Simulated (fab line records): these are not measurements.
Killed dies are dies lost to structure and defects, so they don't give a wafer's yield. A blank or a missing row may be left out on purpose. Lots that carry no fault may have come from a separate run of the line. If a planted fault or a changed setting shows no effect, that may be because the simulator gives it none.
Which tool did it? -- flow berkeley-cmos170 -- 42 wafers from 14 lots sampled at 4 of the route's 331 steps

WHAT THE GAUGES SHOWED, per wafer
UCB170_WELLDRIVE_THK_MEAS_02.
lot,measured,on,WELLDRIVE_OXIDE_THK (nm)
L450,day 4 01:19,film-metro-01,206 207 209
L451,day 4 01:17,film-metro-02,205 205 206
L452,day 4 10:39,film-metro-01,197 200 198
L453,day 4 10:40,film-metro-03,198 200 198
L454,day 4 20:38,film-metro-03,196 195 197
L455,day 4 20:38,film-metro-02,202 199 200
L456,day 5 06:50,film-metro-03,198 200 196
L457,day 5 12:19,film-metro-03,197 199 196
L460,day 5 22:17,film-metro-02,213 210 214
L461,day 5 22:21,film-metro-01,214 216 217
L467,day 7 22:03,film-metro-01,210 207 206
L469,day 8 04:32,film-metro-02,203 200 199
L470,day 8 04:32,film-metro-01,203 202 207
L472,day 8 12:28,film-metro-02,201 198 198

UCB170_V2_BOW_MEAS_03.
lot,measured,on,V2_BOW (um)
L450,day 9 09:26,film-metro-03,31 25 44
L451,day 9 09:42,film-metro-03,42 46 28
L452,day 9 10:19,film-metro-03,35 29 39
L453,day 9 10:02,film-metro-03,36 41 35
L454,day 9 10:40,film-metro-03,22 44 28
L455,day 9 10:29,film-metro-03,36 43 45
L456,day 10 05:36,film-metro-02,47 54 53
L457,day 10 05:29,film-metro-01,44 49 33
L460,day 11 01:14,film-metro-03,44 36 41
L461,day 10 16:07,film-metro-01,39 33 44
L467,day 12 13:16,film-metro-01,39 30 30
L469,day 12 14:13,film-metro-01,38 35 36
L470,day 12 13:32,film-metro-03,49 34 48
L472,day 12 22:15,film-metro-01,30 50 44

WHAT TOOL EACH LOT RAN ON (gives the tool, then ch and the chambers of the sampled wafers, and finally the start)
lot,UCB170_WELLDRIVE_OXIDATION_01,UCB170_ACTIVE_STRIP_16
L450,"furnace-04 ch 0, day 3 21:47","plasma-asher-03 ch 0,1, day 5 01:54"
L451,"furnace-04 ch 0, day 3 21:47","plasma-asher-02 ch 0,1, day 5 02:08"
L452,"furnace-02 ch 0, day 4 07:06","plasma-asher-04 ch 0,1, day 5 07:01"
L453,"furnace-02 ch 0, day 4 07:06","plasma-asher-03 ch 0,1, day 5 06:47"
L454,"furnace-04 ch 0, day 4 17:08","plasma-asher-04 ch 0,1, day 5 19:00"
L455,"furnace-04 ch 0, day 4 17:08","plasma-asher-02 ch 0,1, day 5 18:54"
L456,"furnace-04 ch 0, day 5 03:19","plasma-asher-02 ch 0,1, day 6 03:46"
L457,"furnace-02 ch 0, day 5 08:48","plasma-asher-02 ch 0, day 6 04:22"
L460,"furnace-04 ch 0, day 5 18:44","plasma-asher-02 ch 0,1, day 6 23:34"
L461,"furnace-04 ch 0, day 5 18:44","plasma-asher-02 ch 0,1, day 6 23:00"
L467,"furnace-01 ch 0, day 7 18:32","plasma-asher-04 ch 0,1, day 8 18:56"
L469,"furnace-01 ch 0, day 8 01:02","plasma-asher-02 ch 0,1, day 8 23:37"
L470,"furnace-01 ch 0, day 8 01:02","plasma-asher-04 ch 0,1, day 8 23:21"
L472,"furnace-01 ch 0, day 8 08:57","plasma-asher-03 ch 0,1, day 9 09:14"
- UCB170_WELLDRIVE_OXIDATION_01: target thk 199 nm, ox time 9000 s.
- UCB170_ACTIVE_STRIP_16: strips in O2.

AS READ BY THE TOOLS THEMSELVES (means over the sampled wafers that have a number; for cases with no such wafer, the mark the record gives instead)
UCB170_WELLDRIVE_OXIDATION_01.
lot,tool,spike-tc-centre-C (C),spike-tc-load-C (C),spike-tc-source-C (C),tube-center-temp-C (C),tube_center_temp_C_max
L450,furnace-04,1101.3,1133.2,1126.6,1100,1102.9
L451,furnace-04,1101.8,1133.5,1127.9,1100,1102.6
L452,furnace-02,1103.4,1127.1,1128.5,1100,1102.3
L453,furnace-02,1103.7,1126.2,1127.7,1100,1103.0
L454,furnace-04,1101.3,1133.4,1128.1,1100,1102.6
L455,furnace-04,1102.2,1133.3,1128.8,1100,1103.3
L456,furnace-04,1101.2,1132.3,1128.0,1100,1103.2
L457,furnace-02,1104.3,1127.2,1127.7,1100,1102.8
L460,furnace-04,1109.5,1141.2,1135.4,1108,1110.8
L461,furnace-04,1108.8,1141.0,1136.1,1108,1110.5
L467,furnace-01,1101.0,1127.2,1123.5,1100,1103.1
L469,furnace-01,1099.7,1127.8,1123.4,1100,1103.0
L470,furnace-01,1100.4,1128.7,1123.6,1100,1102.6
L472,furnace-01,1101.8,1127.3,1124.4,1100,1102.5

UCB170_ACTIVE_STRIP_16.
lot,tool,drypump-motor-current-A (A),oes-product-au (a.u.),strip-time-to-endpoint-s (s)
L450,plasma-asher-03,5.2,0.718,18.03
L451,plasma-asher-02,5.7,0.722,18.04
L452,plasma-asher-04,5.1,0.720,18.03
L453,plasma-asher-03,5.6,0.721,18.05
L454,plasma-asher-04,5.1,0.719,18.04
L455,plasma-asher-02,5.7,0.719,18.02
L456,plasma-asher-02,5.7,0.714,18.05
L457,plasma-asher-02,5.2,0.720,18.05
L460,plasma-asher-02,5.4,0.724,18.09
L461,plasma-asher-02,5.7,0.723,18.08
L467,plasma-asher-04,5.1,0.717,18.03
L469,plasma-asher-02,5.7,0.717,18.15
L470,plasma-asher-04,5.2,0.726,18.05
L472,plasma-asher-03,5.6,0.718,18.09

THE ANSWER, worked out from the rows above alone
Rule: usual is defined by the lots themselves. The widest of any qualifying gaps counts: lots, ordered by their means at a reading, are off when they make up no more than a third of the lots, leave a main group of 4 or more, and stand apart from it by 3 or more times the standard deviation of that group's means. Not used: any main group whose means are identical at the precision the tables above print for the reading. A lot without any number at a reading at which 4 lots or more have one is off too. The other lots that the step has rows for count as sound. First the gauges in route order, then the tools' own readings, where a lot's mean is used as printed above. The first step at which some lot is off is used, and at that step the reading that is off furthest; a lot without a number counts as furthest.
Off at UCB170_WELLDRIVE_OXIDATION_01 (tube_center_temp_C_max): L460, L461. The main group: mean 1102.8, standard deviation 0.29.
A tool fits if, at that step or a process step before it, it ran every lot that is off, and no sound lot after the first of them. One fits: furnace-04 at UCB170_WELLDRIVE_OXIDATION_01. A fault onset in the window from L456 (day 5 03:19, its last sound lot) to L460 (day 5 18:44, its first lot off) fits.
The tool's own readings at UCB170_WELLDRIVE_OXIDATION_01 bear it out: on the lots that are off they differ by more than 5 times the standard deviation of the sound lots' means. spike-tc-centre-C reads 1109.2 C there against 1101.8 C on the sound lots; tube-center-temp-C reads 1108 C there against 1100 C on the sound lots; tube_center_temp_C_max reads 1110.7 there against 1102.8 on the sound lots.

WHAT THE SIMULATOR PUT IN
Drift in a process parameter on furnace-04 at UCB170_WELLDRIVE_OXIDATION_01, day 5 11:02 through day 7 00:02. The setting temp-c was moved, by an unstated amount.
Shown lots that were struck: L460, L461. The rule given above showed the same thing.
